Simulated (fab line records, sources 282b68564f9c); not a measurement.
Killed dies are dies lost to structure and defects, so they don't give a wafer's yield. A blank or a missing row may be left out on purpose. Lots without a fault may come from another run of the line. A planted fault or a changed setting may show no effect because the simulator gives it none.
fab line records | flow rit_cmos
record lots=6 wafers=18 last_day=7
route steps=202 shown PSD@144 SDANNEAL@153 NSD@158 PLDD@159 NLDD@160 M1@202
lots that met no fault: from a run of the same line without faults
start_h: hours from the record's first day to the start of the lot's first wafer shown | wait_h: hours since the lot's step before | " the same as in the row above | L1.1+2: a row that stands for several wafers | - no value, or no start given | * or withheld: withheld | < > ~ a bound
route shown NAME@n: a module of which the file shows steps, and the number in the route of the first | usual: mean/standard deviation of fault-free wafers | same: alike in all rows | chamber/n: place in a boat | sites: the reading at each site | _std_site: their standard deviation | _edge_site: outer sites' mean less inner sites' | radius_mm: how far each site lies from the wafer's centre | mask NAME#n: copy n | behind: the tool/chamber that last shaped the wafer | hold: why the lot was held/for how many hours/how that ended | device: the transistor (n, p or np) that didn't switch | end of line: the same wafers' tests at the end of the route | a step without rows: its recipe alone | killed: dies lost to structure and defects at the first sort, not the wafer's yield | map: a wafer's dies, x killed, . not, _ none there
set.NAME: the setting as run; set.NAME@STEP: as run at that earlier step | model.NAME: the simulator's own value behind a step, which no gauge read
lots at some steps of the route; a table a step, a row a wafer
services: from which hour (start_h, from the record's first day; less than 0 if before it) a tool's chamber was out of use, for how many hours, and why
## steps
# step RIT_PSD_SOFTBAKE_02
# recipe resist=NOVOLAK temp_c=90 time_s=60
# step RIT_PSD_EXPOSE_03
# recipe mask_id=M10 na=0.57 target_cd_nm=40900 dose_mj=250
# step RIT_PSD_PEB_04
# recipe resist=NOVOLAK temp_c=withheld time_s=withheld
# step RIT_PSD_DEVELOP_05
# recipe resist=NOVOLAK develop_time_s=50 dev_temp_c=23
# step RIT_PSD_OVL_MEAS_06
# usual PSD_OVL=-0.2/1.4
# columns lot.wafer tool chamber start_h wait_h PSD_OVL[nm]
L348.1 overlay-02 - 64.03 - -0.2
L348.2 " - " " -1.7
L348.4 " - " " 1.0
L347.2 overlay-01 - 64.79 - 2.5
L347.5 " - " " 0.3
L347.6 " - " " 0.3
L354.2 overlay-02 - 103.84 - -1.1
L354.3 " - " " 1.0
L354.4 " - " " -1.3
L355.3 overlay-02 - 106.60 - -2.7
L355.4 " - " " -0.6
L355.6 " - " " -1.3
L357.1 overlay-02 - 117.61 - -0.4
L357.4 " - " " -1.1
L357.5 " - " " 0.4
L366.3 overlay-02 - 161.75 - -1.9
L366.4 " - " " -1.8
L366.5 " - " " -0.4
# step RIT_PSD_HARDBAKE_07
# recipe resist=NOVOLAK temp_c=140 time_s=60
# step RIT_PSD_IMPLANT_08
# recipe species=BF2 energy_kev=27 dose_cm2=5e+15 tilt_deg=7
# step RIT_PSD_STRIP_09
# recipe chemistry=O2 time_s=180 resist=NOVOLAK platen_temp_c=withheld power_w=500 pressure_mtorr=4000 o2_flow_sccm=4000
# usual drypump_motor_current_A=5.8/0.42
# same time_s=180
# columns lot.wafer tool chamber start_h wait_h drypump_motor_current_A rf_hours_counter_h
L348.1 plasma_asher-04 0 64.37 0.1 5.1 44
L348.2 " 1 " " 6.1 44
L348.4 " 1 " " 6.1 -
L347.2 plasma_asher-03 0 65.12 0.1 6.1 27
L347.5 " 0 " " 6.1 -
L347.6 " 1 " " 5.4 -
L354.2 plasma_asher-04 0 104.17 0.1 5.1 48
L354.3 " 1 " " 6.2 -
L354.4 " 0 " " 5.1 -
L355.3 plasma_asher-03 0 107.15 0.1 6.2 -
L355.4 " 1 " " 5.5 -
L355.6 " 0 " " 6.2 -
L357.1 plasma_asher-02 1 117.95 0.1 6.1 0
L357.4 " 0 " " 6.1 -
L357.5 " 0 " " 6.1 -
L366.3 plasma_asher-04 1 162.13 0.1 6.2 -
L366.4 " 0 " " 5.1 -
L366.5 " 1 " " 6.1 -
# step RIT_PSD_TW_MEAS_10
# usual PSD_TW=3441/24
# columns lot.wafer tool chamber start_h wait_h PSD_TW
L348.1 film_metro-02 - 64.54 0.1 3460
L348.2 " - " " 3454
L348.4 " - " " 3468
L347.2 film_metro-01 - 65.31 0.1 3414
L347.5 " - " " 3419
L347.6 " - " " 3401
L354.2 film_metro-03 - 104.36 0.1 3473
L354.3 " - " " 3466
L354.4 " - " " 3474
L355.3 film_metro-02 - 107.29 0.1 3455
L355.4 " - " " 3449
L355.6 " - " " 3446
L357.1 film_metro-02 - 118.12 0.1 3432
L357.4 " - " " 3450
L357.5 " - " " 3428
L366.3 film_metro-02 - 162.27 0.1 3449
L366.4 " - " " 3437
L366.5 " - " " 3448
# step RIT_SDANNEAL_CLEAN_00
# recipe chemistry=SC1 mix=3:3:50 time_s=600 temp_c=74.13
# step RIT_SDANNEAL_CLEAN_01
# recipe chemistry=dHF dilution=50:1 time_s=30
# step RIT_SDANNEAL_CLEAN_02
# recipe chemistry=SC2 mix=3:3:50 time_s=600 temp_c=75 dry=n2_spin
# step RIT_SDANNEAL_RTA_03
# recipe temp_c=1050 time_s=5 idle_temp_c=600 ramp_up_c_per_s=342 ramp_down_c_per_s=171 cool_to_c=600 ambient=N2
# usual wafer_temp_C_max=1053.4/1.3
# same time_s=5
# columns lot.wafer tool chamber start_h wait_h wafer_temp_C_max
L348.1 rtp_anneal-01 0 64.97 0.0 1054.4
L348.2 " 0 " " 1054.2
L348.4 " 0 " " 1052.2
L347.2 rtp_anneal-02 0 65.75 0.0 1054.0
L347.5 " 0 " " 1051.2
L347.6 " 0 " " 1052.4
L354.2 rtp_anneal-02 0 104.79 0.0 1053.1
L354.3 " 0 " " 1054.0
L354.4 " 0 " " 1052.5
L355.3 rtp_anneal-01 0 107.73 0.0 1045.8
L355.4 " 0 " " 1044.1
L355.6 " 0 " " 1047.4
L357.1 rtp_anneal-01 0 118.55 0.0 1045.2
L357.4 " 0 " " 1044.9
L357.5 " 0 " " 1048.2
L366.3 rtp_anneal-02 0 162.70 0.0 1051.6
L366.4 " 0 " " 1053.1
L366.5 " 0 " " 1054.0
# step RIT_SDANNEAL_RS_MEAS_04
# recipe thk_meas_gauge=four-point-probe
# usual PSD_RS=115.9/0.31
# columns lot.wafer tool chamber start_h wait_h hold PSD_RS[ohm/sq]
L348.1 film_metro-02 - 65.03 0.0 - 115.8
L348.2 " - " " - 116.2
L348.4 " - " " - 116.0
L347.2 film_metro-01 - 65.82 0.1 - 116.6
L347.5 " - " " - 116.4
L347.6 " - " " - 116.1
L354.2 film_metro-02 - 104.85 0.1 - 115.4
L354.3 " - " " - 115.9
L354.4 " - " " - 115.6
L355.3 film_metro-03 - 107.85 0.1 await_dispo/0.2h/release 121.4
L355.4 " - " " await_dispo/0.2h/release 121.9
L355.6 " - " " await_dispo/0.2h/release 121.5
L355.3 film_metro-03 - 108.21 0.3 - 121.4
L355.4 " - " " - 122.1
L355.6 " - " " - 121.5
L357.1 film_metro-02 - 118.61 0.0 await_dispo/0.2h/release 121.7
L357.4 " - " " await_dispo/0.2h/release 121.8
L357.5 " - " " await_dispo/0.2h/release 121.8
L357.1 film_metro-02 - 118.97 0.3 - 121.8
L357.4 " - " " - 122.0
L357.5 " - " " - 121.6
L366.3 film_metro-01 - 162.77 0.1 - 116.4
L366.4 " - " " - 116.2
L366.5 " - " " - 116.3
# step RIT_SDANNEAL_RS_MEAS_05
# recipe thk_meas_gauge=four-point-probe
# usual NSD_RS=84.61/0.26
# columns lot.wafer tool chamber start_h wait_h hold NSD_RS[ohm/sq]
L348.1 film_metro-02 - 65.15 0.1 - 84.61
L348.2 " - " " - 84.67
L348.4 " - " " - 84.18
L347.2 film_metro-01 - 65.94 0.1 - 84.73
L347.5 " - " " - 84.65
L347.6 " - " " - 84.71
L354.2 film_metro-02 - 104.97 0.1 - 84.71
L354.3 " - " " - 84.55
L354.4 " - " " - 84.49
L355.3 film_metro-03 - 119.52 11.3 await_dispo/11.2h/release 84.94
L355.4 " - " " await_dispo/11.2h/release 85.04
L355.6 " - " " await_dispo/11.2h/release 85.04
L357.1 film_metro-02 - 125.34 6.4 await_dispo/6.3h/release 84.70
L357.4 " - " " await_dispo/6.3h/release 84.55
L357.5 " - " " await_dispo/6.3h/release 84.51
L366.3 film_metro-01 - 162.89 0.1 - 84.81
L366.4 " - " " - 84.75
L366.5 " - " " - 84.94
# step RIT_SDANNEAL_RS_MEAS_06
# recipe thk_meas_gauge=four-point-probe
# usual PLDD_RS=178.7/0.52
# columns lot.wafer tool chamber start_h wait_h hold PLDD_RS[ohm/sq]
L348.1 film_metro-02 - 65.27 0.1 - 178.5
L348.2 " - " " - 178.2
L348.4 " - " " - 178.4
L347.2 film_metro-01 - 66.06 0.1 - 179.0
L347.5 " - " " - 178.8
L347.6 " - " " - 179.3
L354.2 film_metro-02 - 105.09 0.1 - 178.3
L354.3 " - " " - 178.2
L354.4 " - " " - 178.4
L355.3 film_metro-03 - 119.64 0.1 await_dispo/0.2h/release 183.4
L355.4 " - " " await_dispo/0.2h/release 183.7
L355.6 " - " " await_dispo/0.2h/release 183.4
L355.3 film_metro-03 - 119.93 0.3 - 183.3
L355.4 " - " " - 183.8
L355.6 " - " " - 183.5
L357.1 film_metro-02 - 125.46 0.1 await_dispo/0.2h/release 183.6
L357.4 " - " " await_dispo/0.2h/release 184.2
L357.5 " - " " await_dispo/0.2h/release 184.0
L357.1 film_metro-02 - 125.74 0.3 - 183.9
L357.4 " - " " - 183.9
L357.5 " - " " - 184.2
L366.3 film_metro-01 - 163.01 0.1 - 179.2
L366.4 " - " " - 179.3
L366.5 " - " " - 179.2
# step RIT_SDANNEAL_RS_MEAS_07
# recipe thk_meas_gauge=four-point-probe
# usual NLDD_RS=151.8/0.59
# columns lot.wafer tool chamber start_h wait_h hold NLDD_RS[ohm/sq]
L348.1 film_metro-02 - 65.39 0.1 - 152.3
L348.2 " - " " - 152.0
L348.4 " - " " - 151.8
L347.2 film_metro-01 - 66.18 0.1 - 152.0
L347.5 " - " " - 152.5
L347.6 " - " " - 152.8
L354.2 film_metro-02 - 105.21 0.1 - 153.3
L354.3 " - " " - 153.1
L354.4 " - " " - 153.2
L355.3 film_metro-02 - 126.63 6.7 await_dispo/6.6h/release 152.1
L355.4 " - " " await_dispo/6.6h/release 151.5
L355.6 " - " " await_dispo/6.6h/release 151.7
L357.1 film_metro-02 - 128.00 2.2 await_dispo/2.1h/release 152.7
L357.4 " - " " await_dispo/2.1h/release 152.6
L357.5 " - " " await_dispo/2.1h/release 152.4
L366.3 film_metro-01 - 163.13 0.1 - 151.7
L366.4 " - " " - 152.4
L366.5 " - " " - 152.9
# step RIT_M1_PROBE_99
# usual killed_at_front_end=7/3.1 killed_dies=7/3.1 killed_open=3.6/2.2 killed_short=3.4/2.1
# same gross_dies=264 killed_at_M0_to_M3=0 killed_at_M4_up=0 killed_at_back_side=0 killed_at_contacts=0 killed_at_other=0
# columns lot.wafer tool chamber start_h wait_h killed_at_front_end killed_dies killed_open killed_short
L348.1 prober-02 - 72.55 0.1 5 5 5 0
L348.2 prober-02 - 72.60 0.1 11 11 3 8
L348.4 prober-02 - 72.70 0.2 7 7 4 3
L355.3 prober-02 - 133.65 0.2 8 8 6 2
L355.4 prober-02 - 133.70 0.2 9 9 5 4
L355.6 prober-02 - 133.80 0.2 5 5 4 1
L357.1 prober-02 - 134.87 0.1 4 4 1 3
L357.4 prober-02 - 135.02 0.2 4 4 3 1
L357.5 prober-02 - 135.07 0.2 10 10 5 5
# killed by level:class
L348.1 SPACER:geometric_particle:open=2 SILICIDE:geometric_particle:open=2 FOX1:geometric_particle:open=1
L348.2 GATE:geometric_particle:short=3 GATE:geometric_particle:open=2 FOX1:geometric_particle:short=1 FOX2:geometric_particle:short=1 FOX2:geometric_particle:open=1 REOX:geometric_particle:short=1 SPACER:geometric_particle:short=1 SILICIDE:geometric_particle:short=1
L348.4 GATE:geometric_particle:short=3 FOX2:geometric_particle:open=2 FOX1:geometric_particle:open=1 GATE:geometric_particle:open=1
L355.3 FOX2:geometric_particle:open=2 SPACER:geometric_particle:open=2 FOX1:geometric_particle:open=1 FOX2:geometric_particle:short=1 GATE:geometric_particle:open=1 SPACER:geometric_particle:short=1
L355.4 FOX2:geometric_particle:open=2 GATE:geometric_particle:open=2 GATE:geometric_particle:short=2 FOX1:geometric_particle:short=1 REOX:geometric_particle:open=1 SILICIDE:geometric_particle:short=1
L355.6 GATE:geometric_particle:open=3 FOX1:geometric_particle:open=1 SILICIDE:geometric_particle:short=1
L357.1 SILICIDE:geometric_particle:short=2 GATE:geometric_particle:open=1 SPACER:geometric_particle:short=1
L357.4 GATE:geometric_particle:open=2 GATE:geometric_particle:short=1 SILICIDE:geometric_particle:open=1
L357.5 GATE:geometric_particle:open=2 FOX1:geometric_particle:open=1 FOX1:geometric_particle:short=1 GATE:geometric_particle:short=1 REOX:geometric_particle:short=1 SPACER:geometric_particle:short=1 SPACER:geometric_particle:open=1 SILICIDE:geometric_particle:open=1
## services
# columns tool chamber start_h hours kind
plasma_asher-02 - 68.80 1.6 repair
plasma_asher-03 - 103.58 2.8 pm
plasma_asher-02 - 108.75 9.0 pm
plasma_asher-02 0 108.75 9.0 vent_cycle
plasma_asher-02 1 108.75 9.0 vent_cycle
plasma_asher-02 0 117.75 - clean
plasma_asher-02 1 117.75 - clean
## key
first_sign step=RIT_SDANNEAL_RTA_03 reading=wafer_temp_C_max direction=down sigmas=5.7 usual=* struck=*
effect step=RIT_SDANNEAL_RS_MEAS_04 reading=visit direction=added
effect step=RIT_SDANNEAL_RS_MEAS_04 reading=PSD_RS direction=up sigmas=18 usual=115.9 struck=121.7
effect step=RIT_SDANNEAL_RS_MEAS_06 reading=visit direction=added
effect step=RIT_SDANNEAL_RS_MEAS_06 reading=PLDD_RS direction=up sigmas=9.6 usual=178.7 struck=183.7
met_at RIT_SDANNEAL_RTA_03
struck_wafers L355.3,L355.4,L355.6,L357.1,L357.4,L357.5
tester_left_out L355,L357
onset_between 64.97 107.73
fault kind=process_parameter_drift tool=rtp_anneal-01 chamber=- onset_h=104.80 steps=RIT_SDANNEAL_RTA_03 channel=temp_c offset=* shape=step end_h=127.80 acts_in=* stated=*
# tester_left_out: of these lots the tester's yield and bins aren't shown, on N5 and GAA mostly nor the transistor test; their killed dies are dies lost to structure and defects alone, not to doping, threshold or leakage, so they don't give the yield
